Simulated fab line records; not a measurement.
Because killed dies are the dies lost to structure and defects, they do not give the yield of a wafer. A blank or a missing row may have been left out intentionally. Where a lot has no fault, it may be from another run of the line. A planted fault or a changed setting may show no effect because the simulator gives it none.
Which tool was responsible? || flow ritCmos || 39 wafers from 13 lots sampled at 5 of the route's 202 steps

== WHAT THE GAUGES SHOWED, per wafer ==
RIT_ACTIVE_CD_MEAS_11: the cd target is 1400 nm. Usual: 1400.2 nm for cdNm, sd 2.4.
{"lot": "L294", "measured": "day 1 19:34", "on": "cdSem-01", "cdNm (nm)": "1396.4 1394.3 1394.3", "flag": ""}
{"lot": "L295", "measured": "day 2 00:34", "on": "cdSem-01", "cdNm (nm)": "1397.7 1398.2 1397.1", "flag": ""}
{"lot": "L297", "measured": "day 2 10:33", "on": "cdSem-01", "cdNm (nm)": "1401.0 1402.6 1400.3", "flag": ""}
{"lot": "L298", "measured": "day 2 15:29", "on": "cdSem-02", "cdNm (nm)": "1399.2 1398.1 1399.4", "flag": ""}
{"lot": "L299", "measured": "day 2 20:28", "on": "cdSem-02", "cdNm (nm)": "1400.4 1398.3 1401.5", "flag": ""}
{"lot": "L300", "measured": "day 3 02:16", "on": "cdSem-02", "cdNm (nm)": "1396.5 1395.2 1395.9", "flag": ""}
{"lot": "L301", "measured": "day 3 07:35", "on": "cdSem-02", "cdNm (nm)": "1400.8 1401.9 1401.1", "flag": ""}
{"lot": "L303", "measured": "day 3 16:29", "on": "cdSem-02", "cdNm (nm)": "1398.3 1398.3 1399.6", "flag": ""}
{"lot": "L312", "measured": "day 5 14:56", "on": "cdSem-02", "cdNm (nm)": "1402.9 1402.8 1403.4", "flag": ""}
{"lot": "L313", "measured": "day 5 19:53", "on": "cdSem-02", "cdNm (nm)": "1402.4 1404.6 1402.6", "flag": ""}
{"lot": "L314", "measured": "day 6 00:52", "on": "cdSem-02", "cdNm (nm)": "1404.0 1402.9 1401.8", "flag": ""}
{"lot": "L315", "measured": "day 6 07:37", "on": "cdSem-02", "cdNm (nm)": "1399.8 1400.4 1401.6", "flag": ""}
{"lot": "L316", "measured": "day 6 13:23", "on": "cdSem-01", "cdNm (nm)": "1398.9 1399.6 1400.8", "flag": ""}

RIT_FOX2_THK_MEAS_01. Usual: for FOX2_OXIDE_THK the level is 351 nm and the standard deviation is 7.2.
{"lot": "L294", "measured": "day 1 23:27", "on": "filmMetro-03", "FOX2_OXIDE_THK (nm)": "345 346 345", "flag": ""}
{"lot": "L295", "measured": "day 2 04:58", "on": "filmMetro-04", "FOX2_OXIDE_THK (nm)": "355 358 356", "flag": ""}
{"lot": "L297", "measured": "day 2 14:58", "on": "filmMetro-04", "FOX2_OXIDE_THK (nm)": "357 354 359", "flag": ""}
{"lot": "L298", "measured": "day 2 19:20", "on": "filmMetro-04", "FOX2_OXIDE_THK (nm)": "360 362 357", "flag": ""}
{"lot": "L299", "measured": "day 3 00:23", "on": "filmMetro-01", "FOX2_OXIDE_THK (nm)": "358 354 356", "flag": ""}
{"lot": "L300", "measured": "day 3 06:46", "on": "filmMetro-04", "FOX2_OXIDE_THK (nm)": "354 357 349", "flag": ""}
{"lot": "L301", "measured": "day 3 11:29", "on": "filmMetro-03", "FOX2_OXIDE_THK (nm)": "352 344 350", "flag": ""}
{"lot": "L303", "measured": "day 3 20:23", "on": "filmMetro-01", "FOX2_OXIDE_THK (nm)": "354 354 356", "flag": ""}
{"lot": "L312", "measured": "day 5 18:49", "on": "filmMetro-03", "FOX2_OXIDE_THK (nm)": "350 341 343", "flag": ""}
{"lot": "L313", "measured": "day 5 23:51", "on": "filmMetro-04", "FOX2_OXIDE_THK (nm)": "339 338 337", "flag": ""}
{"lot": "L314", "measured": "day 6 04:53", "on": "filmMetro-04", "FOX2_OXIDE_THK (nm)": "343 338 337", "flag": ""}
{"lot": "L315", "measured": "day 6 11:29", "on": "filmMetro-04", "FOX2_OXIDE_THK (nm)": "344 341 350", "flag": ""}
{"lot": "L316", "measured": "day 6 17:14", "on": "filmMetro-04", "FOX2_OXIDE_THK (nm)": "360 356 360", "flag": ""}

RIT_FOX2_THK_MEAS_90. Usual: for FIELD_OXIDE_LEFT_1_THK the level is 323 nm and the standard deviation is 7.2.
{"lot": "L294", "measured": "day 2 00:20", "on": "filmMetro-03", "FIELD_OXIDE_LEFT_1_THK (nm)": "317 318 317", "flag": ""}
{"lot": "L295", "measured": "day 2 05:51", "on": "filmMetro-04", "FIELD_OXIDE_LEFT_1_THK (nm)": "328 331 330", "flag": ""}
{"lot": "L297", "measured": "day 2 15:50", "on": "filmMetro-03", "FIELD_OXIDE_LEFT_1_THK (nm)": "330 326 332", "flag": ""}
{"lot": "L298", "measured": "day 2 20:17", "on": "filmMetro-01", "FIELD_OXIDE_LEFT_1_THK (nm)": "333 334 330", "flag": ""}
{"lot": "L299", "measured": "day 3 01:20", "on": "filmMetro-03", "FIELD_OXIDE_LEFT_1_THK (nm)": "331 327 329", "flag": ""}
{"lot": "L300", "measured": "day 3 07:39", "on": "filmMetro-01", "FIELD_OXIDE_LEFT_1_THK (nm)": "326 329 322", "flag": ""}
{"lot": "L301", "measured": "day 3 12:22", "on": "filmMetro-04", "FIELD_OXIDE_LEFT_1_THK (nm)": "325 317 322", "flag": ""}
{"lot": "L303", "measured": "day 3 21:16", "on": "filmMetro-03", "FIELD_OXIDE_LEFT_1_THK (nm)": "327 327 329", "flag": ""}
{"lot": "L312", "measured": "day 5 19:42", "on": "filmMetro-04", "FIELD_OXIDE_LEFT_1_THK (nm)": "323 314 316", "flag": ""}
{"lot": "L313", "measured": "day 6 00:48", "on": "filmMetro-04", "FIELD_OXIDE_LEFT_1_THK (nm)": "311 310 309", "flag": ""}
{"lot": "L314", "measured": "day 6 05:49", "on": "filmMetro-01", "FIELD_OXIDE_LEFT_1_THK (nm)": "316 310 310", "flag": ""}
{"lot": "L315", "measured": "day 6 12:22", "on": "filmMetro-04", "FIELD_OXIDE_LEFT_1_THK (nm)": "316 314 322", "flag": ""}
{"lot": "L316", "measured": "day 6 18:07", "on": "filmMetro-04", "FIELD_OXIDE_LEFT_1_THK (nm)": "332 328 333", "flag": ""}

RIT_GATE_CD_MEAS_16: the cd target is 150 nm. Usual: 150.4 nm for cdNm, sd 2.2.
{"lot": "L294", "measured": "day 2 17:04", "on": "cdSem-02", "cdNm (nm)": "149.1 146.2 146.3", "flag": ""}
{"lot": "L295", "measured": "day 2 22:34", "on": "cdSem-01", "cdNm (nm)": "153.6 149.9 152.7", "flag": ""}
{"lot": "L297", "measured": "day 3 11:40", "on": "cdSem-02", "cdNm (nm)": "147.1 148.9 147.2", "flag": ""}
{"lot": "L298", "measured": "day 3 13:40", "on": "cdSem-01", "cdNm (nm)": "149.1 150.0 149.8", "flag": ""}
{"lot": "L299", "measured": "day 3 17:44", "on": "cdSem-01", "cdNm (nm)": "153.8 151.0 151.5", "flag": ""}
{"lot": "L300", "measured": "day 4 00:17", "on": "cdSem-02", "cdNm (nm)": "138.7 141.1 139.9 138.9 141.3 139.7", "flag": "OFF"}
{"lot": "L301", "measured": "day 4 05:40", "on": "cdSem-01", "cdNm (nm)": "153.4 154.2 150.0", "flag": ""}
{"lot": "L303", "measured": "day 4 14:08", "on": "cdSem-01", "cdNm (nm)": "152.2 148.9 150.1", "flag": ""}
{"lot": "L312", "measured": "day 6 14:50", "on": "cdSem-02", "cdNm (nm)": "146.7 145.3 146.9", "flag": ""}
{"lot": "L313", "measured": "day 6 19:55", "on": "cdSem-01", "cdNm (nm)": "149.2 147.7 149.9", "flag": ""}
{"lot": "L314", "measured": "day 7 01:07", "on": "cdSem-01", "cdNm (nm)": "151.0 153.0 151.8", "flag": ""}
{"lot": "L315", "measured": "day 7 05:56", "on": "cdSem-01", "cdNm (nm)": "149.9 149.6 149.8", "flag": ""}
{"lot": "L316", "measured": "day 7 19:16", "on": "cdSem-02", "cdNm (nm)": "153.6 150.5 151.7", "flag": ""}

== WHAT TOOL EACH LOT RAN ON (gives the tool, then ch and the chambers of the sampled wafers, and finally the start) ==
{"lot": "L294", "RIT_GATE_EXPOSE_13": "ilineStepper-01 ch 0, day 2 16:40"}
{"lot": "L295", "RIT_GATE_EXPOSE_13": "ilineStepper-01 ch 0, day 2 22:10"}
{"lot": "L297", "RIT_GATE_EXPOSE_13": "ilineStepper-01 ch 0, day 3 11:16"}
{"lot": "L298", "RIT_GATE_EXPOSE_13": "ilineStepper-02 ch 0, day 3 13:16"}
{"lot": "L299", "RIT_GATE_EXPOSE_13": "ilineStepper-01 ch 0, day 3 17:20"}
{"lot": "L300", "RIT_GATE_EXPOSE_13": "ilineStepper-01 ch 0, day 3 23:53"}
{"lot": "L301", "RIT_GATE_EXPOSE_13": "ilineStepper-02 ch 0, day 4 05:10"}
{"lot": "L303", "RIT_GATE_EXPOSE_13": "ilineStepper-02 ch 0, day 4 13:44"}
{"lot": "L312", "RIT_GATE_EXPOSE_13": "ilineStepper-01 ch 0, day 6 14:26"}
{"lot": "L313", "RIT_GATE_EXPOSE_13": "ilineStepper-02 ch 0, day 6 19:31"}
{"lot": "L314", "RIT_GATE_EXPOSE_13": "ilineStepper-01 ch 0, day 7 00:42"}
{"lot": "L315", "RIT_GATE_EXPOSE_13": "ilineStepper-01 ch 0, day 7 05:18"}
{"lot": "L316", "RIT_GATE_EXPOSE_13": "ilineStepper-01 ch 0, day 7 18:52"}
- RIT_GATE_EXPOSE_13: exposes mask M6, target cd 150 nm.

== WHAT THE TOOLS THEMSELVES READ (means of the sampled wafers that have a number; where no wafer has one, the mark that the record gives instead) ==
The record holds no such reading with a usual standard deviation.

== THE ANSWER, worked out from the rows above alone ==
Rule: lot off if the mean of its wafers having a number is beyond 3 standard deviations from the usual mean. Also off: a lot with no number at a reading for which 4 or more lots have one. The other lots that the step has rows for count as sound. First the gauges in route order, then the tools' own readings, where a lot's mean is used as printed above. At the first step where some lot is off, the reading lying furthest off is the one used; lots without a number count as furthest.
Off at RIT_GATE_CD_MEAS_16 (cdNm): L300.
If a tool, at a process step before that reading, ran all the lots that are off and no sound lot after the first of them, it fits. Those tools and the gauges at RIT_GATE_CD_MEAS_16 are tried in the same way. None of those tried fits.

== WHAT THE SIMULATOR PUT IN ==
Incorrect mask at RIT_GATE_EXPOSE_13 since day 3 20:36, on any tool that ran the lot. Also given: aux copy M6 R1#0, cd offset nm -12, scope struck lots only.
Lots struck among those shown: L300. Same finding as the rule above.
